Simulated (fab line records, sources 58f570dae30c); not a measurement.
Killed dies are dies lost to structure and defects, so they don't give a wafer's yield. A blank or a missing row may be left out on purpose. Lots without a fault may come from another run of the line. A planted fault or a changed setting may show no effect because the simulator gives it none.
fab line records | flow berkeley_cmos170
record lots=5 wafers=15 last_day=11
route steps=331 shown NLDD@161 SPACER@171 PSD@175 NSD@187
lots that met no fault: from a run of the same line without faults
start_h: hours from the record's first day to the start of the lot's first wafer shown | wait_h: hours since the lot's step before | " the same as in the row above | L1.1+2: a row that stands for several wafers | - no value, or no start given | * or withheld: withheld | < > ~ a bound
route shown NAME@n: a module of which the file shows steps, and the number in the route of the first | usual: mean/standard deviation of fault-free wafers | same: alike in all rows | chamber/n: place in a boat | sites: the reading at each site | _std_site: their standard deviation | _edge_site: outer sites' mean less inner sites' | radius_mm: how far each site lies from the wafer's centre | mask NAME#n: copy n | behind: the tool/chamber that last shaped the wafer | hold: why the lot was held/for how many hours/how that ended | device: the transistor (n, p or np) that didn't switch | end of line: the same wafers' tests at the end of the route | a step without rows: its recipe alone | killed: dies lost to structure and defects at the first sort, not the wafer's yield | map: a wafer's dies, x killed, . not, _ none there
set.NAME: the setting as run; set.NAME@STEP: as run at that earlier step | model.NAME: the simulator's own value behind a step, which no gauge read
lots at some steps of the route; a table a step, a row a wafer
services: from which hour (start_h, from the record's first day; less than 0 if before it) a tool's chamber was out of use, for how many hours, and why
## steps
# step UCB170_NLDD_EXPOSE_03
# recipe mask_id=NSELECT na=0.5 sigma_outer=0.6 source_shape=conventional target_cd_nm=1200 dose_mj=30
# columns lot.wafer tool chamber start_h wait_h mask
L074.1+3+5 krf_scanner-02 0 115.15 0.1 NSELECT#0
L080.1+3+5 krf_scanner-02 0 140.65 0.3 NSELECT#0
L085.1+3+5 krf_scanner-01 0 - - NSELECT#0
L087.2+3+4 krf_scanner-02 0 190.75 0.3 NSELECT#0
L097.3+4+6 krf_scanner-01 0 234.15 0.1 NSELECT#0
# step UCB170_NLDD_PEB_04
# recipe peb_temp_c=130 peb_time_s=withheld resist=KrF
# columns lot.wafer tool chamber start_h wait_h
L074.1+3+5 litho_track-03 0 115.60 0.4
L080.1+3+5 litho_track-03 0 140.98 0.3
L085.1+3+5 litho_track-02 0 - -
L087.2+3+4 litho_track-01 0 190.88 0.1
L097.3+4+6 litho_track-03 0 234.45 0.3
# step UCB170_NLDD_DEVELOP_05
# recipe developer=TMAH develop_time_s=45 resist=KrF dev_temp_c=21
# columns lot.wafer tool chamber start_h wait_h
L074.1+3+5 litho_track-03 0 - -
L080.1+3+5 litho_track-03 0 - -
L085.1+3+5 litho_track-02 0 - -
L087.2+3+4 litho_track-01 0 - -
L097.3+4+6 litho_track-03 0 - -
# step UCB170_NLDD_CD_MEAS_06
# recipe target_cd_nm=1200
# usual cd_nm=1200.5/1.2
# columns lot.wafer tool chamber start_h wait_h cd_nm
L074.1 cd_sem-01 - 115.91 - 1199.2
L074.3 " - " " 1198.8
L074.5 " - " " 1198.2
L080.1 cd_sem-02 - 141.25 - 1199.3
L080.3 " - " " 1200.3
L080.5 " - " " 1199.8
L085.1 cd_sem-02 - 175.79 - 1201.0
L085.3 " - " " 1200.6
L085.5 " - " " 1201.2
L087.2 cd_sem-02 - 191.15 - 1202.3
L087.3 " - " " 1203.0
L087.4 " - " " 1203.5
L097.3 cd_sem-01 - 234.72 - 1199.9
L097.4 " - " " 1200.3
L097.6 " - " " 1200.1
# step UCB170_NLDD_OVL_MEAS_07
# usual NLDD_OVL=0/5.6
# columns lot.wafer tool chamber start_h wait_h NLDD_OVL[nm]
L074.1 overlay-02 - 116.03 0.1 -8
L074.3 " - " " -3
L074.5 " - " " -11
L080.1 overlay-01 - 141.37 0.1 -12
L080.3 " - " " -10
L080.5 " - " " -13
L085.1 overlay-02 - 175.91 0.1 0
L085.3 " - " " 7
L085.5 " - " " -1
L087.2 overlay-02 - 191.26 0.1 -11
L087.3 " - " " -13
L087.4 " - " " -4
L097.3 overlay-01 - 234.81 0.1 -7
L097.4 " - " " -6
L097.6 " - " " -7
# step UCB170_NLDD_IMPLANT_08
# recipe species=As dose_cm2=4.878e+13 energy_kev=30 tilt_deg=7 rotation_deg=0
# usual beam_energy_keV=30.003/0.0092
# columns lot.wafer tool chamber start_h wait_h beam_energy_keV
L074.1 implanter-02 0 116.07 0.0 29.996
L074.3 " 0 " " 29.988
L074.5 " 0 " " 29.990
L080.1 implanter-02 0 141.41 0.0 30.010
L080.3 " 0 " " 30.003
L080.5 " 0 " " 30.003
L085.1 implanter-02 0 175.95 0.0 30.001
L085.3 " 0 " " 30.009
L085.5 " 0 " " 30.002
L087.2 implanter-02 0 191.32 0.0 30.013
L087.3 " 0 " " 29.990
L087.4 " 0 " " 30.011
L097.3 implanter-03 0 234.88 0.1 29.992
L097.4 " 0 " " 29.999
L097.6 " 0 " " 30.001
# step UCB170_NLDD_IMPLANT_09
# recipe species=As dose_cm2=5e+13 energy_kev=30 tilt_deg=7 rotation_deg=180
# usual beam_energy_keV=30.002/0.01
# columns lot.wafer tool chamber start_h wait_h beam_energy_keV
L074.1 implanter-02 0 116.22 0.1 30.004
L074.3 " 0 " " 30.006
L074.5 " 0 " " 30.006
L080.1 implanter-02 0 141.56 0.1 30.001
L080.3 " 0 " " 30.000
L080.5 " 0 " " 30.017
L085.1 implanter-02 0 176.10 0.1 29.974
L085.3 " 0 " " 29.986
L085.5 " 0 " " 29.995
L087.2 implanter-02 0 191.47 0.1 30.005
L087.3 " 0 " " 30.005
L087.4 " 0 " " 30.025
L097.3 implanter-03 0 235.03 0.1 29.997
L097.4 " 0 " " 29.995
L097.6 " 0 " " 30.014
# step UCB170_NLDD_STRIP_10
# recipe chemistry=O2 power_w=400 pressure_mtorr=3500 platen_temp_c=withheld o2_flow_sccm=400 overash_fraction=0.5
# usual chamber_pressure_mTorr=3501/3.2 drypump_motor_current_A=5.5/0.55 o2_flow_sccm=400.0/1.3 oes_product_au=0.735/0.0048 strip_time_to_endpoint_s=21.62/0.066
# columns lot.wafer tool chamber start_h wait_h chamber_pressure_mTorr drypump_motor_current_A o2_flow_sccm oes_product_au rf_hours_counter_h strip_time_to_endpoint_s
L074.1 plasma_asher-02 1 116.37 0.1 3502 4.9 399.4 0.737 45 21.58
L074.3 " 0 " " 3503 6.4 398.0 0.734 - 21.57
L074.5 " 1 " " 3494 4.9 399.9 0.732 - 21.58
L080.1 plasma_asher-04 0 141.71 0.1 3498 5.3 399.2 0.736 3 21.49
L080.3 " 0 " " 3498 5.3 400.1 0.732 - 21.45
L080.5 " 1 " " 3500 5.7 400.0 0.727 - 21.51
L085.1 plasma_asher-04 1 176.25 0.1 3495 5.7 400.0 0.734 8 21.62
L085.3 " 1 " " 3497 5.7 400.3 0.735 - 21.57
L085.5 " 0 " " 3505 5.3 400.3 0.739 - 21.62
L087.2 plasma_asher-04 1 191.59 0.1 3502 5.7 401.0 0.741 10 21.71
L087.3 " 0 " " 3497 5.3 399.4 0.742 - 21.71
L087.4 " 1 " " 3499 5.7 399.3 0.729 - 21.69
L097.3 plasma_asher-04 0 235.17 0.1 3498 5.3 398.5 0.749 - 21.64
L097.4 " 1 " " 3502 5.7 400.4 0.732 - 21.61
L097.6 " 0 " " 3496 5.4 397.7 0.736 - 21.61
# step UCB170_NLDD_TW_MEAS_11
# usual NLDD_TW=2213/15
# columns lot.wafer tool chamber start_h wait_h NLDD_TW
L074.1 film_metro-02 - 116.47 0.1 2204
L074.3 " - " " 2202
L074.5 " - " " 2213
L080.1 film_metro-03 - 141.81 0.1 2229
L080.3 " - " " 2227
L080.5 " - " " 2231
L085.1 film_metro-03 - 176.35 0.1 2230
L085.3 " - " " 2240
L085.5 " - " " 2238
L087.2 film_metro-02 - 191.70 0.1 2209
L087.3 " - " " 2198
L087.4 " - " " 2214
L097.3 film_metro-02 - 235.25 0.1 2224
L097.4 " - " " 2215
L097.6 " - " " 2219
# step UCB170_NLDD_CLEAN_12
# recipe chemistry=SPM temp_c=120 time_s=600
# columns lot.wafer tool chamber start_h wait_h
L074.1+3+5 wet_bench-04 0 116.53 0.1
L080.1+3+5 wet_bench-01 3 142.08 0.3
L085.1+3+5 wet_bench-04 0 176.41 0.1
L087.2+3+4 wet_bench-03 3 191.75 0.0
L097.3+4+6 wet_bench-03 2 235.29 0.0
# step UCB170_SPACER_CVD_00
# recipe material=SiO2 target_thk_nm=376 temp_c=390 precursor=TEOS/O2 time_s=47 rf_w=550 pressure_mtorr=9000
# usual heater_power_w=280/57
# columns lot.wafer tool chamber start_h wait_h heater_power_w since_wet_clean_h
L074.1 pecvd-02 0 116.71 0.0 188 409
L074.3 " 1 " " 358 409
L074.5 " 0 " " 209 -
L080.1 pecvd-03 2 142.43 0.0 225 328
L080.3 " 1 " " 227 328
L080.5 " 2 " " 240 -
L085.1 pecvd-02 2 176.62 0.0 292 27
L085.3 " 1 " " 377 27
L085.5 " 1 " " 381 -
L087.2 pecvd-04 1 191.94 0.0 303 163
L087.3 " 2 " " 364 163
L087.4 " 2 " " 255 -
L097.3 pecvd-04 1 235.48 0.0 303 207
L097.4 " 0 " " 260 -
L097.6 " 2 " " 339 -
# step UCB170_SPACER_THK_MEAS_01
# recipe reads=SiO2_of_SPACER_CVD_00
# usual SPACER_TEOS_THK=377/4.8
# columns lot.wafer tool chamber start_h wait_h SPACER_TEOS_THK[nm]
L074.1 film_metro-04 - 116.75 0.0 370
L074.3 " - " " 377
L074.5 " - " " 379
L080.1 film_metro-04 - 142.47 0.0 376
L080.3 " - " " 373
L080.5 " - " " 375
L085.1 film_metro-01 - 176.66 0.0 366
L085.3 " - " " 371
L085.5 " - " " 385
L087.2 film_metro-01 - 191.99 0.0 380
L087.3 " - " " 379
L087.4 " - " " 383
L097.3 film_metro-03 - 235.55 0.0 380
L097.4 " - " " 381
L097.6 " - " " 376
# step UCB170_SPACER_ANNEAL_02
# recipe temp_c=900 time_s=1800 ambient=N2
# usual spike_tc_source_C=923.2/2.3 zone_power_load_pct=27.8/1.9
# columns lot.wafer tool chamber start_h wait_h spike_tc_source_C zone_power_load_pct
L074.1 furnace-03 0 116.90 0.1 923.6 25.2
L074.3 " 0 " " 921.1 25.0
L074.5 " 0 " " 924.1 24.7
L080.1 furnace-01 0 143.70 1.2 921.4 29.1
L080.3 " 0 " " 921.6 29.3
L080.5 " 0 " " 920.4 29.2
L085.1 furnace-01 0 178.92 2.3 919.6 29.8
L085.3 " 0 " " 920.8 29.2
L085.5 " 0 " " 920.4 29.4
L087.2 furnace-03 0 195.97 4.0 923.7 25.1
L087.3 " 0 " " 924.6 24.9
L087.4 " 0 " " 923.2 24.7
L097.3 furnace-01 0 238.74 3.2 921.9 29.3
L097.4 " 0 " " 922.5 29.3
L097.6 " 0 " " 921.6 29.4
# step UCB170_SPACER_ETCHBACK_03
# recipe stop_on=Si target=SiO2 chemistry=CHF3/CF4/Ar CHF3_flow_sccm=50 cf4_flow_sccm=10 Ar_flow_sccm=120 pressure_mtorr=200 rf_w=500 target_depth_a=3760 time_s=100
# usual chamber_pressure_mTorr=200.00/0.19 drypump_motor_current_A=5.8/0.47 oes_product_au=0.901/0.017 throttle_valve_pct=6.48/0.11
# columns lot.wafer tool chamber start_h wait_h chamber_pressure_mTorr drypump_motor_current_A oes_product_au rf_hours_counter_h throttle_valve_pct
L074.1 rie_diel-03 1 118.40 0.0 199.96 5.6 0.862 126 6.49
L074.3 " 3 " " 200.18 5.6 0.900 40 6.55
L074.5 " 2 " " 200.09 6.6 0.913 - 6.69
L080.1 rie_diel-03 3 145.20 0.0 200.20 5.5 0.909 41 6.51
L080.3 " 0 " " 199.95 6.0 0.898 111 6.56
L080.5 " 3 " " 199.93 5.6 0.905 - 6.52
L085.1 rie_diel-02 0 180.42 0.0 200.23 5.1 0.884 20 6.38
L085.3 " 1 " " 199.87 5.1 0.868 10 6.54
L085.5 " 3 " " 199.93 5.7 0.921 - 6.57
L087.2 rie_diel-02 2 197.54 0.1 199.74 6.8 0.890 86 6.32
L087.3 " 0 " " 200.57 5.1 0.925 21 6.40
L087.4 " 0 " " 200.08 5.1 0.924 - 6.40
L097.3 rie_diel-03 1 240.24 0.0 199.59 5.6 0.872 130 6.49
L097.4 " 2 " " 199.99 6.6 0.927 34 6.69
L097.6 " 1 " " 200.00 5.6 0.875 - 6.47
# step UCB170_PSD_HMDS_00
# recipe prime_time_s=60 prime_temp_c=100
# same prime_time_s=60
# columns lot.wafer tool chamber start_h wait_h
L074.1+3+5 litho_track-04 0 118.56 0.1
L080.1+3+5 litho_track-01 0 145.41 0.2
L085.1+3+5 litho_track-04 0 180.49 0.0
L087.2+3+4 litho_track-04 0 197.85 0.3
L097.3+4+6 litho_track-01 0 240.50 0.2
# step UCB170_PSD_COAT_01
# recipe resist=KrF spin_rpm=1500 resist_thk_nm=900
# usual spin_speed_rpm=1500.2/1.3
# columns lot.wafer tool chamber start_h wait_h spin_speed_rpm
L074.1 litho_track-04 0 118.71 0.1 1497.9
L074.3 " 0 " " 1501.3
L074.5 " 0 " " 1500.2
L080.1 litho_track-01 0 145.56 0.1 1498.6
L080.3 " 0 " " 1500.3
L080.5 " 0 " " 1499.5
L085.1 litho_track-04 0 180.64 0.1 1499.9
L085.3 " 0 " " 1500.2
L085.5 " 0 " " 1498.9
L087.2 litho_track-04 0 198.00 0.1 1498.9
L087.3 " 0 " " 1501.2
L087.4 " 0 " " 1500.0
L097.3 litho_track-01 0 240.65 0.1 1499.4
L097.4 " 0 " " 1499.9
L097.6 " 0 " " 1500.1
# step UCB170_PSD_SOFTBAKE_02
# recipe resist=KrF temp_c=130 time_s=60
# columns lot.wafer tool chamber start_h wait_h
L074.1+3+5 litho_track-04 0 118.86 0.1
L080.1+3+5 litho_track-01 0 145.71 0.1
L085.1+3+5 litho_track-04 0 180.79 0.1
L087.2+3+4 litho_track-04 0 198.15 0.1
L097.3+4+6 litho_track-01 0 240.80 0.1
# step UCB170_PSD_EXPOSE_03
# recipe mask_id=PSELECT_MOD na=0.5 sigma_outer=0.6 source_shape=conventional target_cd_nm=1200 dose_mj=30
# columns lot.wafer tool chamber start_h wait_h mask
L074.1+3+5 krf_scanner-01 0 119.22 0.3 PSELECT_MOD#0
L080.1+3+5 krf_scanner-02 0 145.86 0.1 PSELECT_MOD#0
L085.1+3+5 krf_scanner-01 0 180.94 0.1 PSELECT_MOD#0
L087.2+3+4 krf_scanner-02 0 198.49 0.3 PSELECT_MOD#0
L097.3+4+6 krf_scanner-01 0 241.06 0.2 PSELECT_MOD#0
# step UCB170_PSD_PEB_04
# recipe peb_temp_c=130 peb_time_s=withheld resist=KrF
# columns lot.wafer tool chamber start_h wait_h
L074.1+3+5 litho_track-03 0 119.37 0.1
L080.1+3+5 litho_track-04 0 146.23 0.3
L085.1+3+5 litho_track-03 0 181.23 0.3
L087.2+3+4 litho_track-01 0 198.62 0.1
L097.3+4+6 litho_track-04 0 241.54 0.5
# step UCB170_PSD_DEVELOP_05
# recipe developer=TMAH develop_time_s=45 resist=KrF dev_temp_c=21
# columns lot.wafer tool chamber start_h wait_h
L074.1+3+5 litho_track-03 0 - -
L080.1+3+5 litho_track-04 0 - -
L085.1+3+5 litho_track-03 0 - -
L087.2+3+4 litho_track-01 0 - -
L097.3+4+6 litho_track-04 0 - -
# step UCB170_PSD_CD_MEAS_06
# recipe target_cd_nm=1200
# usual cd_nm=1200.2/1.4
# columns lot.wafer tool chamber start_h wait_h cd_nm
L074.1 cd_sem-02 - 119.65 - 1201.7
L074.3 " - " " 1201.4
L074.5 " - " " 1201.7
L080.1 cd_sem-01 - 146.50 - 1199.5
L080.3 " - " " 1198.0
L080.5 " - " " 1198.1
L085.1 cd_sem-02 - 181.50 - 1198.5
L085.3 " - " " 1198.2
L085.5 " - " " 1198.9
L087.2 cd_sem-02 - 198.89 - 1200.1
L087.3 " - " " 1200.4
L087.4 " - " " 1198.2
L097.3 cd_sem-02 - 241.81 - 1198.3
L097.4 " - " " 1198.6
L097.6 " - " " 1199.5
# step UCB170_PSD_OVL_MEAS_07
# usual PSD_OVL=2/6.5
# columns lot.wafer tool chamber start_h wait_h PSD_OVL[nm]
L074.1 overlay-01 - 119.77 0.1 8
L074.3 " - " " 9
L074.5 " - " " 14
L080.1 overlay-02 - 146.62 0.1 0
L080.3 " - " " -4
L080.5 " - " " 1
L085.1 overlay-02 - 181.62 0.1 13
L085.3 " - " " 12
L085.5 " - " " 12
L087.2 overlay-02 - 198.99 0.1 -8
L087.3 " - " " 2
L087.4 " - " " -2
L097.3 overlay-01 - 241.90 0.1 11
L097.4 " - " " 18
L097.6 " - " " 9
# step UCB170_PSD_IMPLANT_08
# recipe species=B dose_cm2=3e+15 energy_kev=20 tilt_deg=7
# usual beam_energy_keV=20.000/0.0065
# columns lot.wafer tool chamber start_h wait_h beam_energy_keV
L074.1 implanter-04 0 119.81 0.0 20.005
L074.3 " 0 " " 20.002
L074.5 " 0 " " 20.005
L080.1 implanter-03 0 146.66 0.0 20.009
L080.3 " 0 " " 20.004
L080.5 " 0 " " 20.003
L085.1 implanter-01 0 181.66 0.0 19.998
L085.3 " 0 " " 19.989
L085.5 " 0 " " 20.005
L087.2 implanter-04 0 199.05 0.0 20.011
L087.3 " 0 " " 19.997
L087.4 " 0 " " 20.001
L097.3 implanter-01 0 241.97 0.1 19.997
L097.4 " 0 " " 20.007
L097.6 " 0 " " 19.999
# step UCB170_PSD_STRIP_09
# recipe chemistry=O2 power_w=400 pressure_mtorr=3500 platen_temp_c=withheld o2_flow_sccm=400 overash_fraction=0.5
# usual chamber_pressure_mTorr=3500/3.3 drypump_motor_current_A=5.6/0.55 o2_flow_sccm=400.1/1.2 oes_product_au=0.601/0.0045 strip_time_to_endpoint_s=29.35/0.064
# columns lot.wafer tool chamber start_h wait_h chamber_pressure_mTorr drypump_motor_current_A o2_flow_sccm oes_product_au rf_hours_counter_h strip_time_to_endpoint_s
L074.1 plasma_asher-02 0 119.96 0.1 3500 6.4 399.9 0.600 46 29.36
L074.3 " 1 " " 3501 5.0 401.3 0.601 - 29.29
L074.5 " 0 " " 3506 6.4 401.0 0.602 - 29.38
L080.1 plasma_asher-02 0 146.81 0.1 3503 6.4 401.4 0.601 50 29.36
L080.3 " 0 " " 3503 6.4 399.8 0.608 - 29.41
L080.5 " 0 " " 3499 6.4 400.6 0.595 - 29.41
L085.1 plasma_asher-03 0 181.81 0.1 3500 6.2 400.4 0.600 41 29.33
L085.3 " 0 " " 3504 6.3 399.4 0.608 - 29.32
L085.5 " 1 " " 3501 5.2 401.0 0.598 - 29.42
L087.2 plasma_asher-04 1 199.17 0.1 3494 5.7 400.9 0.603 10 29.35
L087.3 " 1 " " 3498 5.7 399.9 0.602 - 29.46
L087.4 " 0 " " 3496 5.4 401.5 0.596 - 29.43
L097.3 plasma_asher-02 1 242.11 0.1 3496 4.9 399.3 0.602 - 29.34
L097.4 " 0 " " 3499 6.4 399.8 0.603 - 29.32
L097.6 " 0 " " 3494 6.4 399.6 0.590 - 29.25
# step UCB170_PSD_TW_MEAS_10
# usual PSD_TW=2333/18
# columns lot.wafer tool chamber start_h wait_h PSD_TW
L074.1 film_metro-02 - 120.06 0.1 2320
L074.3 " - " " 2323
L074.5 " - " " 2327
L080.1 film_metro-02 - 146.91 0.1 2318
L080.3 " - " " 2331
L080.5 " - " " 2310
L085.1 film_metro-02 - 181.91 0.1 2330
L085.3 " - " " 2334
L085.5 " - " " 2330
L087.2 film_metro-03 - 199.28 0.1 2355
L087.3 " - " " 2355
L087.4 " - " " 2356
L097.3 film_metro-04 - 242.19 0.1 2335
L097.4 " - " " 2344
L097.6 " - " " 2338
# step UCB170_PSD_CLEAN_11
# recipe chemistry=SPM temp_c=120 time_s=600
# columns lot.wafer tool chamber start_h wait_h
L074.1+3+5 wet_bench-01 0 122.23 2.2
L080.1+3+5 wet_bench-02 1 146.97 0.1
L085.1+3+5 wet_bench-01 0 181.97 0.1
L087.2+3+4 wet_bench-02 3 199.39 0.1
L097.3+4+6 wet_bench-04 1 242.23 0.0
# step UCB170_NSD_HMDS_00
# recipe prime_time_s=60 prime_temp_c=100
# same prime_time_s=60
# columns lot.wafer tool chamber start_h wait_h
L074.1+3+5 litho_track-03 0 122.40 0.0
L080.1+3+5 litho_track-02 0 147.80 0.7
L085.1+3+5 litho_track-03 0 182.23 0.1
L087.2+3+4 litho_track-03 0 199.66 0.1
L097.3+4+6 litho_track-04 0 242.82 0.4
# step UCB170_NSD_COAT_01
# recipe resist=KrF spin_rpm=1500 resist_thk_nm=900
# usual spin_speed_rpm=1499.9/1.2
# columns lot.wafer tool chamber start_h wait_h spin_speed_rpm
L074.1 litho_track-03 0 122.55 0.1 1502.4
L074.3 " 0 " " 1500.0
L074.5 " 0 " " 1500.6
L080.1 litho_track-02 0 147.95 0.1 1500.8
L080.3 " 0 " " 1502.9
L080.5 " 0 " " 1499.2
L085.1 litho_track-03 0 182.38 0.1 1500.9
L085.3 " 0 " " 1497.3
L085.5 " 0 " " 1500.1
L087.2 litho_track-03 0 199.81 0.1 1499.2
L087.3 " 0 " " 1498.9
L087.4 " 0 " " 1499.6
L097.3 litho_track-04 0 242.97 0.1 1498.9
L097.4 " 0 " " 1500.7
L097.6 " 0 " " 1500.6
# step UCB170_NSD_SOFTBAKE_02
# recipe resist=KrF temp_c=130 time_s=60
# columns lot.wafer tool chamber start_h wait_h
L074.1+3+5 litho_track-03 0 122.70 0.1
L080.1+3+5 litho_track-02 0 148.10 0.1
L085.1+3+5 litho_track-03 0 182.53 0.1
L087.2+3+4 litho_track-03 0 199.96 0.1
L097.3+4+6 litho_track-04 0 243.12 0.1
# step UCB170_NSD_EXPOSE_03
# recipe mask_id=NSELECT_MOD na=0.5 sigma_outer=0.6 source_shape=conventional target_cd_nm=1200 dose_mj=30
# columns lot.wafer tool chamber start_h wait_h mask
L074.1+3+5 krf_scanner-01 0 122.97 0.2 NSELECT_MOD#0
L080.1+3+5 krf_scanner-01 0 148.38 0.2 NSELECT_MOD#0
L085.1+3+5 krf_scanner-02 0 182.68 0.1 NSELECT_MOD#0
L087.2+3+4 krf_scanner-02 0 200.34 0.4 NSELECT_MOD#0
L097.3+4+6 krf_scanner-02 0 243.38 0.2 NSELECT_MOD#0
# step UCB170_NSD_PEB_04
# recipe peb_temp_c=130 peb_time_s=withheld resist=KrF
# columns lot.wafer tool chamber start_h wait_h
L074.1+3+5 litho_track-02 0 123.75 0.8
L080.1+3+5 litho_track-03 0 149.27 0.9
L085.1+3+5 litho_track-03 0 183.13 0.4
L087.2+3+4 litho_track-03 0 200.50 0.1
L097.3+4+6 litho_track-02 0 243.57 0.2
## services
# columns tool chamber start_h hours kind
plasma_asher-04 - 106.81 3.8 repair
plasma_asher-04 - 110.62 9.0 pm
krf_scanner-02 - 116.47 4.0 pm
rie_diel-03 2 125.00 7.5 repair
implanter-02 - 133.02 2.4 repair
krf_scanner-02 - 141.03 1.3 pm
krf_scanner-02 - 151.85 0.8 pm
krf_scanner-01 - 155.25 4.4 pm
implanter-03 - 162.80 3.4 pm
plasma_asher-02 - 167.53 0.4 repair
rie_diel-03 3 169.67 10.1 repair
implanter-03 - 179.91 9.9 repair
rie_diel-03 3 180.94 9.5 repair
krf_scanner-01 - 189.93 1.0 pm
plasma_asher-02 - 191.46 2.1 repair
krf_scanner-02 - 192.49 1.0 repair
rie_diel-03 - 197.09 3.0 repair
krf_scanner-02 - 206.76 3.6 pm
implanter-02 - 214.00 6.8 repair
furnace-01 - 223.29 3.7 pm
implanter-02 - 226.82 4.1 pm
krf_scanner-01 - 230.94 1.0 repair
krf_scanner-01 - 236.47 1.3 pm
implanter-03 - 241.99 3.6 repair
## key
fault none
